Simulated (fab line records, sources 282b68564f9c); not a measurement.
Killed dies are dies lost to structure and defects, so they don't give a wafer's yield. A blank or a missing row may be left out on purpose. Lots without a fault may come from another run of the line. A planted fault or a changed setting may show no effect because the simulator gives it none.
fab line records | flow rit_cmos
record lots=6 wafers=18 last_day=6
route steps=202 shown SPACER@127 NSD@131 PSD@142 SDANNEAL@153 PLDD@159 M1@202
lots that met no fault: from a run of the same line without faults
start_h: hours from the record's first day to the start of the lot's first wafer shown | wait_h: hours since the lot's step before | " the same as in the row above | L1.1+2: a row that stands for several wafers | - no value, or no start given | * or withheld: withheld | < > ~ a bound
route shown NAME@n: a module of which the file shows steps, and the number in the route of the first | usual: mean/standard deviation of fault-free wafers | same: alike in all rows | chamber/n: place in a boat | sites: the reading at each site | _std_site: their standard deviation | _edge_site: outer sites' mean less inner sites' | radius_mm: how far each site lies from the wafer's centre | mask NAME#n: copy n | behind: the tool/chamber that last shaped the wafer | hold: why the lot was held/for how many hours/how that ended | device: the transistor (n, p or np) that didn't switch | end of line: the same wafers' tests at the end of the route | a step without rows: its recipe alone | killed: dies lost to structure and defects at the first sort, not the wafer's yield | map: a wafer's dies, x killed, . not, _ none there
set.NAME: the setting as run; set.NAME@STEP: as run at that earlier step | model.NAME: the simulator's own value behind a step, which no gauge read
lots at some steps of the route; a table a step, a row a wafer
services: from which hour (start_h, from the record's first day; less than 0 if before it) a tool's chamber was out of use, for how many hours, and why
## steps
# step RIT_SPACER_CLEAN_02
# recipe chemistry=SC2 mix=3:3:50 time_s=600 temp_c=75 dry=n2_spin
# step RIT_SPACER_CVD_03
# recipe material=Si3N4 target_thk_nm=250 temp_c=810 precursor=SiH2Cl2/NH3 time_s=3300 pressure_mtorr=300 sih2cl2_flow_sccm=60 nh3_flow_sccm=150
# step RIT_SPACER_THK_MEAS_04
# recipe reads=Si3N4_of_SPACER_CVD_03
# usual SPACER_NITRIDE_THK=250.2/2.7
# columns lot.wafer tool chamber start_h wait_h SPACER_NITRIDE_THK[nm]
L760.2 film_metro-03 - 53.21 0.0 251.7
L760.3 " - " " 251.4
L760.4 " - " " 253.6
L762.1 film_metro-02 - 65.18 0.0 251.6
L762.2 " - " " 254.0
L762.6 " - " " 254.8
L769.1 film_metro-02 - 103.63 0.0 251.0
L769.3 " - " " 251.4
L769.6 " - " " 250.1
L771.4 film_metro-04 - 111.25 0.0 251.1
L771.5 " - " " 252.6
L771.6 " - " " 252.7
L776.3 film_metro-02 - 135.06 0.0 250.4
L776.5 " - " " 248.0
L776.6 " - " " 251.3
L777.3 film_metro-03 - 138.93 0.0 249.7
L777.4 " - " " 250.4
L777.5 " - " " 251.0
# step RIT_SPACER_ETCHBACK_05
# recipe target_depth_a=2500 SF6_flow_sccm=30 CHF3_flow_sccm=30 target=Si3N4 chemistry=SF6/CHF3 pressure_mtorr=40 rf_w=250 time_s=240 stop_on=SiO2
# usual CHF3_flow_sccm=30.02/0.097 drypump_motor_current_A=5.8/0.47 oes_product_au=0.849/0.013 throttle_valve_pct=10.30/0.16
# same time_s=240
# columns lot.wafer tool chamber start_h wait_h CHF3_flow_sccm drypump_motor_current_A oes_product_au rf_hours_counter_h throttle_valve_pct
L760.2 rie_diel-02 2 53.26 0.0 30.04 5.7 0.844 35 10.34
L760.3 " 0 " " 30.02 6.2 0.836 41 10.46
L760.4 " 3 " " 29.94 5.1 0.884 69 10.19
L762.1 rie_diel-01 3 65.24 0.1 30.07 6.1 0.856 17 10.11
L762.2 " 0 " " 29.92 6.4 0.865 5 10.48
L762.6 " 2 " " 30.01 5.1 0.875 - 10.33
L769.1 rie_diel-01 0 103.69 0.1 30.06 6.4 0.854 6 10.46
L769.3 " 3 " " 30.02 6.1 0.859 18 10.12
L769.6 " 1 " " 29.84 6.2 0.833 - 10.09
L771.4 rie_diel-02 2 111.28 0.0 30.02 5.7 0.836 36 10.33
L771.5 " 2 " " 30.07 5.7 0.844 - 10.32
L771.6 " 1 " " 30.03 6.4 0.849 - 10.47
L776.3 rie_diel-01 3 135.10 0.0 29.88 6.1 0.854 19 10.13
L776.5 " 3 " " 30.13 6.1 0.852 - 10.12
L776.6 " 1 " " 30.09 6.3 0.843 - 10.07
L777.3 rie_diel-01 1 138.97 0.0 30.01 6.2 0.841 5 10.06
L777.4 " 3 " " 29.91 6.1 0.860 - 10.14
L777.5 " 1 " " 29.95 6.2 0.843 - 10.07
# step RIT_NSD_HMDS_00
# recipe prime_time_s=60 prime_temp_c=140
# step RIT_NSD_COAT_01
# recipe resist=NOVOLAK spin_rpm=3250 resist_thk_nm=1000
# step RIT_NSD_SOFTBAKE_02
# recipe resist=NOVOLAK temp_c=90 time_s=60
# step RIT_NSD_EXPOSE_03
# recipe mask_id=M9 na=0.57 target_cd_nm=40700 dose_mj=250
# step RIT_NSD_PEB_04
# recipe resist=NOVOLAK temp_c=withheld time_s=withheld
# step RIT_NSD_DEVELOP_05
# recipe resist=NOVOLAK develop_time_s=50 dev_temp_c=23.85
# step RIT_NSD_OVL_MEAS_06
# usual NSD_OVL=0.3/1.5
# columns lot.wafer tool chamber start_h wait_h NSD_OVL[nm]
L760.2 overlay-01 - 54.40 - 1.7
L760.3 " - " " 2.6
L760.4 " - " " 0.2
L762.1 overlay-01 - 66.37 - 3.3
L762.2 " - " " 5.0
L762.6 " - " " 2.4
L769.1 overlay-02 - 104.81 - 0.0
L769.3 " - " " -0.7
L769.6 " - " " 0.4
L771.4 overlay-01 - 112.42 - 1.2
L771.5 " - " " 0.9
L771.6 " - " " 0.3
L776.3 overlay-01 - 136.15 - 0.4
L776.5 " - " " -1.8
L776.6 " - " " 0.0
L777.3 overlay-01 - 139.99 - -0.5
L777.4 " - " " -1.9
L777.5 " - " " 0.7
# step RIT_NSD_HARDBAKE_07
# recipe resist=NOVOLAK temp_c=140 time_s=60
# step RIT_NSD_IMPLANT_08
# recipe species=P energy_kev=25 dose_cm2=1e+15 tilt_deg=7
# usual dose_ions_cm2=9.999e+14/1.2e+12 end_station_pressure_torr=7.5e-06/3.7e-07 faraday_current_uA=3132/69
# columns lot.wafer tool chamber start_h wait_h dose_ions_cm2 end_station_pressure_torr faraday_current_uA
L760.2 implanter-02 0 54.61 0.1 9.986e+14 7.6e-06 3118
L760.3 " 0 " " 9.986e+14 7.8e-06 3118
L760.4 " 0 " " 9.984e+14 7.3e-06 2924
L762.1 implanter-01 0 66.55 0.1 9.994e+14 7.7e-06 3114
L762.2 " 0 " " 1.0017e+15 7e-06 3001
L762.6 " 0 " " 1.0014e+15 7.2e-06 3173
L769.1 implanter-02 0 105.08 0.1 9.92e+13 5e-06 321
L769.3 " 0 " " 9.91e+13 5.6e-06 312
L769.6 " 0 " " 9.98e+13 5.2e-06 328
L771.4 implanter-02 0 112.67 0.1 1.018e+14 5.3e-06 316
L771.5 " 0 " " 1.012e+14 4.8e-06 320
L771.6 " 0 " " 1.018e+14 5.6e-06 321
L776.3 implanter-01 0 136.38 0.1 9.993e+14 7.4e-06 3251
L776.5 " 0 " " 9.992e+14 7.3e-06 3142
L776.6 " 0 " " 9.989e+14 7.4e-06 3257
L777.3 implanter-01 0 140.21 0.1 9.983e+14 7.3e-06 3041
L777.4 " 0 " " 9.983e+14 7.5e-06 3130
L777.5 " 0 " " 9.987e+14 7.4e-06 3120
# step RIT_NSD_STRIP_09
# recipe chemistry=O2 time_s=180 resist=NOVOLAK platen_temp_c=withheld power_w=500 pressure_mtorr=4000 o2_flow_sccm=4000
# usual drypump_motor_current_A=5.92/0.24
# same time_s=180
# columns lot.wafer tool chamber start_h wait_h drypump_motor_current_A rf_hours_counter_h
L760.2 plasma_asher-02 0 54.73 0.1 5.74 44
L760.3 " 1 " " 5.91 -
L760.4 " 0 " " 5.76 -
L762.1 plasma_asher-02 0 66.70 0.1 5.79 45
L762.2 " 1 " " 5.91 45
L762.6 " 0 " " 5.75 -
L769.1 plasma_asher-02 1 105.23 0.1 5.95 48
L769.3 " 1 " " 5.94 -
L769.6 " 1 " " 5.94 -
L771.4 plasma_asher-02 1 112.89 0.2 5.90 -
L771.5 " 0 " " 5.80 -
L771.6 " 1 " " 5.92 -
L776.3 plasma_asher-02 1 136.54 0.1 5.92 -
L776.5 " 1 " " 5.92 -
L776.6 " 0 " " 5.75 -
L777.3 plasma_asher-03 0 140.37 0.1 5.83 -
L777.4 " 1 " " 5.79 -
L777.5 " 0 " " 5.82 -
# step RIT_NSD_TW_MEAS_10
# usual NSD_TW=3100/19
# columns lot.wafer tool chamber start_h wait_h NSD_TW
L760.2 film_metro-04 - 54.92 0.1 3070
L760.3 " - " " 3064
L760.4 " - " " 3064
L762.1 film_metro-03 - 66.88 0.1 3096
L762.2 " - " " 3113
L762.6 " - " " 3095
L769.1 film_metro-03 - 105.41 0.1 1646
L769.3 " - " " 1615
L769.6 " - " " 1636
L771.4 film_metro-01 - 113.04 0.1 1644
L771.5 " - " " 1629
L771.6 " - " " 1658
L776.3 film_metro-03 - 136.67 0.1 3064
L776.5 " - " " 3068
L776.6 " - " " 3065
L777.3 film_metro-01 - 140.51 0.1 3117
L777.4 " - " " 3104
L777.5 " - " " 3113
# step RIT_PSD_HMDS_00
# recipe prime_time_s=60 prime_temp_c=140
# step RIT_PSD_COAT_01
# recipe resist=NOVOLAK spin_rpm=3250 resist_thk_nm=1000
# step RIT_PSD_SOFTBAKE_02
# recipe resist=NOVOLAK temp_c=90 time_s=60
# step RIT_PSD_EXPOSE_03
# recipe mask_id=M10 na=0.57 target_cd_nm=40900 dose_mj=250
# step RIT_PSD_PEB_04
# recipe resist=NOVOLAK temp_c=withheld time_s=withheld
# step RIT_PSD_DEVELOP_05
# recipe resist=NOVOLAK develop_time_s=50 dev_temp_c=23
# step RIT_PSD_OVL_MEAS_06
# usual PSD_OVL=-0.5/1.5
# columns lot.wafer tool chamber start_h wait_h PSD_OVL[nm]
L760.2 overlay-01 - 55.96 - 0.1
L760.3 " - " " 0.5
L760.4 " - " " 0.2
L762.1 overlay-01 - 68.11 - -1.7
L762.2 " - " " -0.2
L762.6 " - " " 1.4
L769.1 overlay-02 - 106.65 - 0.3
L769.3 " - " " -0.6
L769.6 " - " " 1.7
L771.4 overlay-01 - 113.94 - -0.3
L771.5 " - " " -1.7
L771.6 " - " " -1.3
L776.3 overlay-01 - 137.57 - -0.9
L776.5 " - " " -2.1
L776.6 " - " " -2.3
L777.3 overlay-02 - 141.41 - 2.0
L777.4 " - " " -0.3
L777.5 " - " " 1.4
# step RIT_PSD_HARDBAKE_07
# recipe resist=NOVOLAK temp_c=140 time_s=60
# step RIT_PSD_IMPLANT_08
# recipe species=BF2 energy_kev=27 dose_cm2=5e+15 tilt_deg=7
# step RIT_PSD_STRIP_09
# recipe chemistry=O2 time_s=180 resist=NOVOLAK platen_temp_c=withheld power_w=500 pressure_mtorr=4000 o2_flow_sccm=4000
# usual drypump_motor_current_A=6.2/0.35
# same time_s=180
# columns lot.wafer tool chamber start_h wait_h drypump_motor_current_A rf_hours_counter_h
L760.2 plasma_asher-02 0 56.29 0.1 5.8 44
L760.3 " 1 " " 5.9 -
L760.4 " 0 " " 5.8 -
L762.1 plasma_asher-04 0 68.45 0.1 6.6 23
L762.2 " 1 " " 6.3 23
L762.6 " 0 " " 6.7 -
L769.1 plasma_asher-01 0 106.99 0.1 5.7 47
L769.3 " 1 " " 6.5 -
L769.6 " 1 " " 6.4 -
L771.4 plasma_asher-02 1 114.31 0.1 5.9 -
L771.5 " 0 " " 5.8 -
L771.6 " 1 " " 5.9 -
L776.3 plasma_asher-01 0 137.96 0.1 5.7 -
L776.5 " 1 " " 6.4 -
L776.6 " 0 " " 5.7 -
L777.3 plasma_asher-01 1 141.81 0.1 6.4 -
L777.4 " 0 " " 5.7 -
L777.5 " 1 " " 6.4 -
# step RIT_PSD_TW_MEAS_10
# usual PSD_TW=3404/19
# columns lot.wafer tool chamber start_h wait_h PSD_TW
L760.2 film_metro-03 - 56.47 0.1 3392
L760.3 " - " " 3414
L760.4 " - " " 3397
L762.1 film_metro-04 - 68.62 0.1 3363
L762.2 " - " " 3368
L762.6 " - " " 3359
L769.1 film_metro-03 - 107.16 0.1 3359
L769.3 " - " " 3373
L769.6 " - " " 3387
L771.4 film_metro-03 - 114.46 0.1 3393
L771.5 " - " " 3414
L771.6 " - " " 3419
L776.3 film_metro-01 - 138.09 0.1 3406
L776.5 " - " " 3407
L776.6 " - " " 3403
L777.3 film_metro-01 - 141.94 0.1 3425
L777.4 " - " " 3416
L777.5 " - " " 3421
# step RIT_SDANNEAL_CLEAN_00
# recipe chemistry=SC1 mix=3:3:50 time_s=600 temp_c=75
# step RIT_SDANNEAL_CLEAN_01
# recipe chemistry=dHF dilution=50:1 time_s=30
# step RIT_SDANNEAL_CLEAN_02
# recipe chemistry=SC2 mix=3:3:50 time_s=600 temp_c=75 dry=n2_spin
# step RIT_SDANNEAL_RTA_03
# recipe temp_c=1050 time_s=5.174 idle_temp_c=600 ramp_up_c_per_s=342 ramp_down_c_per_s=171 cool_to_c=600 ambient=N2
# usual wafer_temp_C_max=1053.5/1.2
# same time_s=5.174
# columns lot.wafer tool chamber start_h wait_h wafer_temp_C_max
L760.2 rtp_anneal-02 0 56.90 0.0 1052.8
L760.3 " 0 " " 1051.8
L760.4 " 0 " " 1052.4
L762.1 rtp_anneal-02 0 69.05 0.0 1054.9
L762.2 " 0 " " 1053.2
L762.6 " 0 " " 1054.0
L769.1 rtp_anneal-01 0 107.59 0.0 1054.0
L769.3 " 0 " " 1050.7
L769.6 " 0 " " 1053.2
L771.4 rtp_anneal-01 0 114.91 0.1 1052.7
L771.5 " 0 " " 1058.6
L771.6 " 0 " " 1053.6
L776.3 rtp_anneal-02 0 138.53 0.0 1052.7
L776.5 " 0 " " 1053.6
L776.6 " 0 " " 1054.5
L777.3 rtp_anneal-01 0 142.37 0.0 1054.5
L777.4 " 0 " " 1054.2
L777.5 " 0 " " 1053.2
# step RIT_SDANNEAL_RS_MEAS_04
# recipe thk_meas_gauge=four-point-probe
# usual PSD_RS=115.5/0.34
# columns lot.wafer tool chamber start_h wait_h PSD_RS[ohm/sq]
L760.2 film_metro-03 - 56.97 0.1 115.3
L760.3 " - " " 115.8
L760.4 " - " " 115.1
L762.1 film_metro-03 - 69.11 0.0 114.9
L762.2 " - " " 115.4
L762.6 " - " " 115.4
L769.1 film_metro-04 - 107.65 0.0 115.2
L769.3 " - " " 115.8
L769.6 " - " " 115.9
L771.4 film_metro-04 - 115.03 0.1 115.8
L771.5 " - " " 115.6
L771.6 " - " " 115.9
L776.3 film_metro-01 - 138.61 0.1 114.9
L776.5 " - " " 114.9
L776.6 " - " " 115.3
L777.3 film_metro-03 - 142.45 0.1 115.3
L777.4 " - " " 115.5
L777.5 " - " " 115.5
# step RIT_SDANNEAL_RS_MEAS_05
# recipe thk_meas_gauge=four-point-probe
# usual NSD_RS=84.46/0.28
# columns lot.wafer tool chamber start_h wait_h NSD_RS[ohm/sq]
L760.2 film_metro-03 - 57.09 0.1 83.74
L760.3 " - " " 84.13
L760.4 " - " " 84.06
L762.1 film_metro-03 - 69.23 0.1 84.21
L762.2 " - " " 84.24
L762.6 " - " " 84.26
L769.1 film_metro-04 - 107.77 0.1 493.36
L769.3 " - " " 503.96
L769.6 " - " " 496.39
L771.4 film_metro-04 - 115.15 0.1 490.08
L771.5 " - " " 499.37
L771.6 " - " " 484.41
L776.3 film_metro-01 - 138.73 0.1 85.13
L776.5 " - " " 85.16
L776.6 " - " " 85.03
L777.3 film_metro-03 - 142.57 0.1 84.23
L777.4 " - " " 84.36
L777.5 " - " " 84.22
# step RIT_SDANNEAL_RS_MEAS_06
# recipe thk_meas_gauge=four-point-probe
# usual PLDD_RS=178.2/0.44
# columns lot.wafer tool chamber start_h wait_h PLDD_RS[ohm/sq]
L760.2 film_metro-03 - 57.21 0.1 179.0
L760.3 " - " " 179.5
L760.4 " - " " 178.5
L762.1 film_metro-03 - 69.35 0.1 177.5
L762.2 " - " " 178.3
L762.6 " - " " 178.3
L769.1 film_metro-04 - 107.89 0.1 178.8
L769.3 " - " " 178.8
L769.6 " - " " 178.8
L771.4 film_metro-04 - 115.27 0.1 178.4
L771.5 " - " " 178.7
L771.6 " - " " 178.5
L776.3 film_metro-01 - 138.85 0.1 177.5
L776.5 " - " " 177.3
L776.6 " - " " 177.5
L777.3 film_metro-03 - 142.69 0.1 177.7
L777.4 " - " " 178.1
L777.5 " - " " 178.1
# step RIT_M1_PROBE_99
# usual killed_at_front_end=7.5/2.8 killed_dies=7.6/2.9 killed_open=3.7/2 killed_short=3.8/2
# same gross_dies=264 killed_at_M0_to_M3=0 killed_at_M4_up=0 killed_at_back_side=0 killed_at_contacts=0 killed_at_other=0
# columns lot.wafer tool chamber start_h wait_h killed_at_front_end killed_dies killed_open killed_short
L760.2 prober-01 - 64.54 0.1 3 3 1 2
L760.3 prober-01 - 64.59 0.2 8 8 6 2
L760.4 prober-01 - 64.64 0.2 5 5 1 4
L762.1 prober-01 - 77.90 0.1 6 6 3 3
L762.2 prober-01 - 77.95 0.1 5 5 3 2
L762.6 prober-01 - 78.15 0.2 4 4 3 1
L769.1 prober-02 - 115.30 0.1 11 11 6 5
L769.3 prober-02 - 115.40 0.2 10 10 5 5
L769.6 prober-02 - 115.55 0.2 13 13 5 8
L771.4 prober-01 - 122.75 0.2 9 9 4 5
L771.5 prober-01 - 122.80 0.2 8 8 0 8
L771.6 prober-01 - 122.85 0.2 3 3 2 1
L776.3 prober-02 - 146.17 0.2 8 8 4 4
L776.5 prober-02 - 146.27 0.2 12 12 8 4
L776.6 prober-02 - 146.32 0.2 16 16 10 6
L777.3 prober-01 - 150.03 0.2 7 7 4 3
L777.4 prober-01 - 150.08 0.2 3 3 1 2
L777.5 prober-01 - 150.13 0.2 9 9 6 3
# killed by level:class
L760.2 GATE:geometric_particle:short=2 REOX:geometric_particle:open=1
L760.3 GATE:geometric_particle:open=4 SPACER:geometric_particle:short=1 REOX:geometric_particle:short=1 REOX:geometric_particle:open=1 SILICIDE:geometric_particle:open=1
L760.4 GATE:geometric_particle:short=2 ACTIVE:geometric_particle:short=1 GATE:geometric_particle:open=1 SPACER:geometric_particle:short=1
L762.1 FOX2:geometric_particle:open=1 GATE:geometric_particle:open=1 GATE:geometric_particle:short=1 REOX:geometric_particle:short=1 SPACER:geometric_particle:open=1 SILICIDE:geometric_particle:short=1
L762.2 FOX1:geometric_particle:open=1 GATE:geometric_particle:open=1 SPACER:geometric_particle:short=1 SPACER:geometric_particle:open=1 SILICIDE:geometric_particle:short=1
L762.6 GATE:geometric_particle:open=2 SILICIDE:geometric_particle:short=1 SILICIDE:geometric_particle:open=1
L769.1 REOX:geometric_particle:open=4 GATE:geometric_particle:short=2 ACTIVE:geometric_particle:short=1 GATE:geometric_particle:open=1 REOX:geometric_particle:short=1 SPACER:geometric_particle:open=1 SILICIDE:geometric_particle:short=1
L769.3 REOX:geometric_particle:short=2 SILICIDE:geometric_particle:open=2 FOX1:geometric_particle:open=1 FOX2:geometric_particle:short=1 REOX:geometric_particle:open=1 SPACER:geometric_particle:open=1 SPACER:geometric_particle:short=1 SILICIDE:geometric_particle:short=1
L769.6 GATE:geometric_particle:short=4 REOX:geometric_particle:open=2 SILICIDE:geometric_particle:open=2 SILICIDE:geometric_particle:short=2 FOX2:geometric_particle:short=1 REOX:geometric_particle:short=1 SPACER:geometric_particle:open=1
L771.4 GATE:geometric_particle:short=4 SPACER:geometric_particle:open=2 GATE:geometric_particle:open=1 SPACER:geometric_particle:short=1 SILICIDE:geometric_particle:open=1
L771.5 FOX2:geometric_particle:short=3 GATE:geometric_particle:short=2 FOX1:geometric_particle:short=1 REOX:geometric_particle:short=1 SPACER:geometric_particle:short=1
L771.6 FOX1:geometric_particle:short=1 REOX:geometric_particle:open=1 SPACER:geometric_particle:open=1
L776.3 GATE:geometric_particle:short=3 GATE:geometric_particle:open=2 FOX1:geometric_particle:open=1 SPACER:geometric_particle:open=1 SILICIDE:geometric_particle:short=1
L776.5 REOX:geometric_particle:open=4 GATE:geometric_particle:short=3 GATE:geometric_particle:open=2 FOX2:geometric_particle:open=1 REOX:geometric_particle:short=1 SPACER:geometric_particle:open=1
L776.6 GATE:geometric_particle:open=6 SPACER:geometric_particle:open=3 FOX1:geometric_particle:short=2 FOX2:geometric_particle:short=2 FOX2:geometric_particle:open=1 GATE:geometric_particle:short=1 SPACER:geometric_particle:short=1
L777.3 GATE:geometric_particle:short=3 GATE:geometric_particle:open=2 FOX1:geometric_particle:open=1 SILICIDE:geometric_particle:open=1
L777.4 FOX2:geometric_particle:open=1 REOX:geometric_particle:short=1 SILICIDE:geometric_particle:short=1
L777.5 GATE:geometric_particle:short=2 GATE:geometric_particle:open=2 REOX:geometric_particle:open=2 FOX1:geometric_particle:open=1 SILICIDE:geometric_particle:open=1 SILICIDE:geometric_particle:short=1
## services
# columns tool chamber start_h hours kind
implanter-01 - 32.45 2.3 repair
rtp_anneal-01 - 32.50 3.2 pm
plasma_asher-02 - 72.58 11.4 pm
rie_diel-02 3 100.56 8.9 repair
plasma_asher-01 - 108.75 9.0 pm
plasma_asher-01 0 108.75 9.0 vent_cycle
plasma_asher-01 1 108.75 9.0 vent_cycle
plasma_asher-03 - 110.39 7.6 repair
plasma_asher-01 0 117.75 - clean
plasma_asher-01 1 117.75 - clean
rie_diel-01 2 130.62 - clean
rie_diel-01 2 130.62 23.5 scheduled_down
rie_diel-01 2 130.62 23.5 vent_cycle
## key
first_sign step=RIT_NSD_IMPLANT_08 reading=dose_ions_cm2 direction=down sigmas=99+ usual=9.999e+14 struck=1.005e+14
effect step=RIT_NSD_IMPLANT_08 reading=faraday_current_uA direction=down sigmas=41 usual=3132 struck=320
effect step=RIT_NSD_TW_MEAS_10 reading=NSD_TW direction=down sigmas=77 usual=3100 struck=1638
effect step=RIT_SDANNEAL_RS_MEAS_05 reading=NSD_RS direction=up sigmas=99+ usual=84.46 struck=494.59
met_at RIT_NSD_IMPLANT_08
struck_wafers L769.1,L769.3,L769.6,L771.4,L771.5,L771.6
tester_left_out L769,L771
onset_between 54.61 105.08
fault kind=process_parameter_drift tool=implanter-02 chamber=- onset_h=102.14 steps=RIT_NSD_IMPLANT_08 channel=dose_cm2 offset=-9e+14 shape=step end_h=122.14 acts_in=these_recipes_only stated=1e+15
# tester_left_out: of these lots the tester's yield and bins aren't shown, on N5 and GAA mostly nor the transistor test; their killed dies are dies lost to structure and defects alone, not to doping, threshold or leakage, so they don't give the yield
